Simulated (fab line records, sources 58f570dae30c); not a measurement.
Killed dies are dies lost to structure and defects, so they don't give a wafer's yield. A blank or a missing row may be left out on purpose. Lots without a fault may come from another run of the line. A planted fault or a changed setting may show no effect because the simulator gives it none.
Which tool did it? | flow berkeley_cmos170 | 15 lots, 45 wafers sampled, at 4 steps of a route of 331

WHAT THE GAUGES READ, wafer by wafer
UCB170_M3_CD_MEAS_15: target cd 700 nm.
lot  | measured     | on        | cd_nm (nm)
L251 | day 7 22:30  | cd_sem-01 | 701.0 699.7 701.1
L252 | day 8 14:12  | cd_sem-01 | 700.4 699.7 699.5
L253 | day 8 14:26  | cd_sem-01 | 699.3 699.9 700.4
L255 | day 9 09:38  | cd_sem-01 | - - -
L257 | day 9 11:53  | cd_sem-01 | - - -
L258 | day 9 15:44  | cd_sem-01 | - - -
L259 | day 10 00:38 | cd_sem-02 | 699.8 699.0 699.3
L264 | day 10 14:24 | cd_sem-02 | 704.6 702.4 702.0
L265 | day 11 05:29 | cd_sem-02 | 700.1 700.3 700.1
L266 | day 11 05:59 | cd_sem-01 | 698.5 698.8 699.0
L269 | day 11 18:14 | cd_sem-01 | 699.7 701.0 700.3
L270 | day 12 06:49 | cd_sem-01 | 699.3 698.0 699.7
L272 | day 12 07:38 | cd_sem-01 | 699.6 699.6 699.8
L273 | day 12 08:26 | cd_sem-02 | 700.1 701.6 700.7
L274 | day 12 14:25 | cd_sem-01 | 700.3 701.3 701.6

UCB170_M3_CD_MEAS_90: target cd 700 nm.
lot  | measured     | on        | cd_nm (nm)
L251 | day 7 22:59  | cd_sem-02 | 703.5 702.8 701.6
L252 | day 8 14:41  | cd_sem-01 | 703.0 700.2 700.9
L253 | day 8 14:55  | cd_sem-01 | 703.2 706.7 703.6
L255 | day 9 10:13  | cd_sem-01 | - - -
L257 | day 9 12:23  | cd_sem-01 | - - -
L258 | day 9 16:35  | cd_sem-01 | - - -
L259 | day 10 01:08 | cd_sem-02 | 698.0 699.6 700.0
L264 | day 10 14:53 | cd_sem-02 | 704.4 701.6 702.9
L265 | day 11 05:59 | cd_sem-02 | 700.1 699.7 699.5
L266 | day 11 06:28 | cd_sem-02 | 703.8 702.0 703.0
L269 | day 11 18:43 | cd_sem-02 | 701.4 702.8 700.4
L270 | day 12 07:18 | cd_sem-01 | 699.9 696.3 699.6
L272 | day 12 08:07 | cd_sem-02 | 703.6 704.4 700.5
L273 | day 12 08:55 | cd_sem-02 | 698.5 702.2 700.8
L274 | day 12 14:54 | cd_sem-02 | 700.5 704.1 702.9

WHICH TOOL RAN EACH LOT (tool, then ch and the chambers of the sampled wafers, then the start)
lot  | UCB170_V2_STRIP_15                   | UCB170_M3_PEB_13
L251 | plasma_asher-02 ch 0,1, day 7 19:57  | litho_track-04 ch 0, day 7 22:14
L252 | plasma_asher-03 ch 0,1, day 8 11:35  | litho_track-04 ch 0, day 8 13:56
L253 | plasma_asher-04 ch 1, day 8 11:48    | litho_track-03 ch 0, day 8 14:10
L255 | plasma_asher-04 ch 0,1, day 9 06:32  | litho_track-04, day 9 09:20
L257 | plasma_asher-04 ch 0,1, day 9 09:09  | litho_track-01, day 9 11:32
L258 | plasma_asher-02 ch 0, day 9 13:05    | litho_track-04, day 9 15:23
L259 | plasma_asher-04 ch 0,1, day 9 21:13  | litho_track-03 ch 0, day 10 00:23
L264 | plasma_asher-03 ch 0,1, day 10 11:01 | litho_track-01 ch 0, day 10 14:04
L265 | plasma_asher-03 ch 0,1, day 11 02:07 | litho_track-01 ch 0, day 11 05:14
L266 | plasma_asher-04 ch 0,1, day 11 02:41 | litho_track-01 ch 0, day 11 05:42
L269 | plasma_asher-03 ch 0,1, day 11 15:58 | litho_track-01 ch 0, day 11 17:58
L270 | plasma_asher-02 ch 0,1, day 12 03:43 | litho_track-04 ch 0, day 12 06:33
L272 | plasma_asher-04 ch 0,1, day 12 04:25 | litho_track-01 ch 0, day 12 07:22
L273 | plasma_asher-04 ch 0,1, day 12 05:13 | litho_track-01 ch 0, day 12 08:10
L274 | plasma_asher-03 ch 0,1, day 12 10:40 | litho_track-01 ch 0, day 12 14:08
- UCB170_V2_STRIP_15: strips in O2.
- UCB170_M3_PEB_13

WHAT THE TOOLS THEMSELVES READ (means of the sampled wafers that have a number; where no wafer has one, the mark that the record gives instead)
UCB170_V2_STRIP_15.
lot  | tool            | drypump_motor_current_A (A) | oes_product_au (a.u.) | strip_time_to_endpoint_s (s)
L251 | plasma_asher-02 | 5.9                         | 0.725                 | 15.55
L252 | plasma_asher-03 | 5.8                         | 0.719                 | 15.64
L253 | plasma_asher-04 | 5.3                         | 0.724                 | 15.42
L255 | plasma_asher-04 | 5.1                         | 0.720                 | 15.35
L257 | plasma_asher-04 | 5.1                         | 0.725                 | 15.43
L258 | plasma_asher-02 | 5.8                         | 0.719                 | 15.48
L259 | plasma_asher-04 | 5.0                         | 0.721                 | 15.43
L264 | plasma_asher-03 | 5.9                         | 0.727                 | 15.35
L265 | plasma_asher-03 | 5.8                         | 0.725                 | 15.48
L266 | plasma_asher-04 | 5.1                         | 0.723                 | 15.49
L269 | plasma_asher-03 | 5.9                         | 0.723                 | 15.43
L270 | plasma_asher-02 | 6.1                         | 0.722                 | 15.48
L272 | plasma_asher-04 | 4.8                         | 0.722                 | 15.39
L273 | plasma_asher-04 | 5.0                         | 0.723                 | 15.45
L274 | plasma_asher-03 | 5.9                         | 0.724                 | 15.57

UCB170_M3_PEB_13.
lot  | tool           | chill_plate_temp_C (C) | exhaust_pa (Pa)
L251 | litho_track-04 | 22.97                  | 44.3
L252 | litho_track-04 | 22.89                  | 44.9
L253 | litho_track-03 | 23.07                  | 45.5
L255 | litho_track-04 | -                      | -
L257 | litho_track-01 | -                      | -
L258 | litho_track-04 | -                      | -
L259 | litho_track-03 | 22.97                  | 45.7
L264 | litho_track-01 | 23.09                  | 44.8
L265 | litho_track-01 | 23.02                  | 44.9
L266 | litho_track-01 | 22.98                  | 45.2
L269 | litho_track-01 | 23.06                  | 45.4
L270 | litho_track-04 | 23.01                  | 45.1
L272 | litho_track-01 | 22.93                  | 44.6
L273 | litho_track-01 | 23.16                  | 44.4
L274 | litho_track-01 | 22.92                  | 45.6

THE ANSWER, worked out from the rows above alone
Rule: what is usual is taken from the lots themselves. Put in order of their means at a reading, lots are off if they are a third of the lots or fewer, leave a main group of 4 or more, and stand apart from it by a gap of 3 or more times the standard deviation of the main group's means; of several such gaps the widest counts. A main group whose means are all the same, to the digits that the tables above print for the reading, isn't used. A lot without any number at a reading at which 4 lots or more have one is off too. The other lots that the step has rows for count as sound. The gauges are gone through in route order, then the tools' own readings, and for those a lot's mean is taken as printed above. The first step at which some lot is off is used, and at that step the reading that is off furthest; a lot without a number counts as furthest.
Off: L255, L257, L258, at UCB170_M3_CD_MEAS_15 (cd_nm). Without a number there: L255, L257, L258. The main group: mean 700.2 nm, standard deviation 1.1.
A tool fits if, at a process step before that reading, it ran every lot that is off, and no sound lot after the first of them. The gauges at UCB170_M3_CD_MEAS_15 aren't tried: what is off there is off at UCB170_M3_PEB_13 too, on other tools, and a gauge's error can't cause that. None of those tried fits.

WHAT THE SIMULATOR HAD PUT IN
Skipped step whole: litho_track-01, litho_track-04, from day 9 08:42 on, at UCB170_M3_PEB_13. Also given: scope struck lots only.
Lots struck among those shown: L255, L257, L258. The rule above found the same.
